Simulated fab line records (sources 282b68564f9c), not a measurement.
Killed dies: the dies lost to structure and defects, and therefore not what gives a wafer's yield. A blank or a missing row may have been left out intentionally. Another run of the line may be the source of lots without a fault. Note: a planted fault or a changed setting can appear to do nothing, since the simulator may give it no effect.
Which tool was responsible? + flow rit-cmos + 42 wafers from 14 lots sampled at 2 of the route's 202 steps

## WHAT EACH GAUGE READ, for each wafer
The record lacks any reading of a measuring or inspecting step that a usual standard deviation could be used to judge.

## EACH LOT AND THE TOOL THAT RAN IT (in order: tool; ch and the chambers of the sampled wafers; start)
| lot  | RIT_PWELL_HARDBAKE_07            | RIT_M1_PROBE_99        |
|------|----------------------------------|------------------------|
| L904 | litho-track-04 ch 0, day 1 22:29 | prober-01, day 3 10:55 |
| L905 | litho-track-02 ch 0, day 2 02:54 | prober-02, day 3 15:37 |
| L906 | litho-track-01 ch 0, day 2 08:15 | prober-01, day 3 23:28 |
| L908 | litho-track-02 ch 0, day 2 18:51 | prober-01, day 4 05:40 |
| L909 | litho-track-01 ch 0, day 3 00:43 | prober-02, day 4 10:55 |
| L910 | litho-track-01 ch 0, day 3 05:32 | prober-01, day 4 18:23 |
| L911 | litho-track-02 ch 0, day 3 12:54 | prober-02, day 5 01:35 |
| L912 | litho-track-02 ch 0, day 3 16:07 | prober-01, day 5 02:46 |
| L913 | litho-track-02 ch 0, day 3 19:07 | prober-02, day 5 05:49 |
| L914 | litho-track-02 ch 0, day 4 00:49 | prober-01, day 5 13:59 |
| L916 | litho-track-01 ch 0, day 4 10:08 | prober-01, day 5 20:44 |
| L919 | litho-track-01 ch 0, day 5 03:12 | prober-02, day 6 13:55 |
| L924 | litho-track-01 ch 0, day 6 02:46 | prober-01, day 7 16:04 |
| L925 | litho-track-01 ch 0, day 6 07:50 | prober-02, day 7 18:47 |
- RIT_PWELL_HARDBAKE_07: time 120 s.
- RIT_M1_PROBE_99

## WHAT THE TOOLS THEMSELVES READ (means of the sampled wafers that have a number; where no wafer has one, the mark that the record gives instead)
RIT_PWELL_HARDBAKE_07. Usual: heater-power-total-W 52.03 W, standard deviation 0.062; plate-temp-C 140.02 C, standard deviation 0.16.
| lot  | tool           | heater-power-total-W (W) | plate-temp-C (C) | flag |
|------|----------------|--------------------------|------------------|------|
| L904 | litho-track-04 | 52.06                    | 140.10           |      |
| L905 | litho-track-02 | 52.03                    | 140.04           |      |
| L906 | litho-track-01 | 52.06                    | 140.13           |      |
| L908 | litho-track-02 | 51.98                    | 139.85           |      |
| L909 | litho-track-01 | 51.98                    | 139.83           |      |
| L910 | litho-track-01 | 52.04                    | 139.91           |      |
| L911 | litho-track-02 | 51.96                    | 139.78           |      |
| L912 | litho-track-02 | 51.99                    | 140.19           |      |
| L913 | litho-track-02 | 53.23                    | 142.60           | OFF  |
| L914 | litho-track-02 | 53.22                    | 142.54           | OFF  |
| L916 | litho-track-01 | 52.02                    | 140.01           |      |
| L919 | litho-track-01 | 52.02                    | 140.11           |      |
| L924 | litho-track-01 | 52.01                    | 140.05           |      |
| L925 | litho-track-01 | 51.98                    | 139.72           |      |

RIT_M1_PROBE_99. Usual: killed-at-contacts 0.1, standard deviation 0.28; killed-at-front-end 6.5, standard deviation 3; killed-dies 7, standard deviation 3; killed-open 3.2, standard deviation 2; killed-short 3.2, standard deviation 1.9.
| lot  | tool      | killed-at-contacts | killed-at-front-end | killed-dies | killed-open | killed-short | flag |
|------|-----------|--------------------|---------------------|-------------|-------------|--------------|------|
| L904 | prober-01 | 0.0                | 9.0                 | 9           | 4.0         | 5.0          |      |
| L905 | prober-02 | 0.0                | 6.0                 | 6           | 1.7         | 4.0          |      |
| L906 | prober-01 | 0.0                | 7.0                 | 7           | 2.0         | 5.0          |      |
| L908 | prober-01 | 0.3                | 8.3                 | 9           | 5.0         | 3.7          |      |
| L909 | prober-02 | 0.0                | 5.0                 | 5           | 2.3         | 2.7          |      |
| L910 | prober-01 | 0.0                | 8.3                 | 8           | 5.0         | 3.3          |      |
| L911 | prober-02 | 0.0                | 8.0                 | 8           | 3.3         | 4.7          |      |
| L912 | prober-01 | 0.0                | 2.3                 | 2           | 1.3         | 1.0          |      |
| L913 | prober-02 | 0.0                | 5.3                 | 5           | 2.3         | 3.0          |      |
| L914 | prober-01 | 0.0                | 7.3                 | 7           | 2.7         | 4.7          |      |
| L916 | prober-01 | 0.0                | 5.0                 | 5           | 2.3         | 2.7          |      |
| L919 | prober-02 | 0.0                | 5.3                 | 5           | 3.0         | 1.3          |      |
| L924 | prober-01 | 0.0                | 9.3                 | 9           | 5.3         | 4.0          |      |
| L925 | prober-02 | 0.0                | 6.0                 | 6           | 2.3         | 3.7          |      |

## THE ANSWER, worked out from the rows above alone
Rule: lot off if the mean of its wafers having a number is beyond 3 standard deviations from the usual mean. A lot without any number at a reading at which 4 lots or more have one is off too. The other lots that the step has rows for count as sound. First the gauges in route order, then the tools' own readings, where a lot's mean is used as printed above. At the first step where some lot is off, the reading lying furthest off is the one used; lots without a number count as furthest.
Off: L913, L914 (RIT_PWELL_HARDBAKE_07, heater-power-total-W).
A tool fits if, at that step or a process step before it, it ran every lot that is off, and no sound lot after the first of them. One fits: litho-track-02 at RIT_PWELL_HARDBAKE_07. A fault onset in the window from L912 (day 3 16:07, its last sound lot) to L913 (day 3 19:07, its first lot off) fits.
The tool's own readings at RIT_PWELL_HARDBAKE_07 bear it out: on the lots that are off they differ by more than 5 times the standard deviation of the sound lots' means. heater-power-total-W reads 53.22 W there against 52.01 W on the sound lots; plate-temp-C reads 142.57 C there against 139.98 C on the sound lots.

## WHAT HAD BEEN PUT IN BY THE SIMULATOR
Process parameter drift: litho-track-02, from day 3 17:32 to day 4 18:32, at RIT_PWELL_HARDBAKE_07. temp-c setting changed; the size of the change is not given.
Shown lots that were struck: L913, L914. The same result came from the rule above.
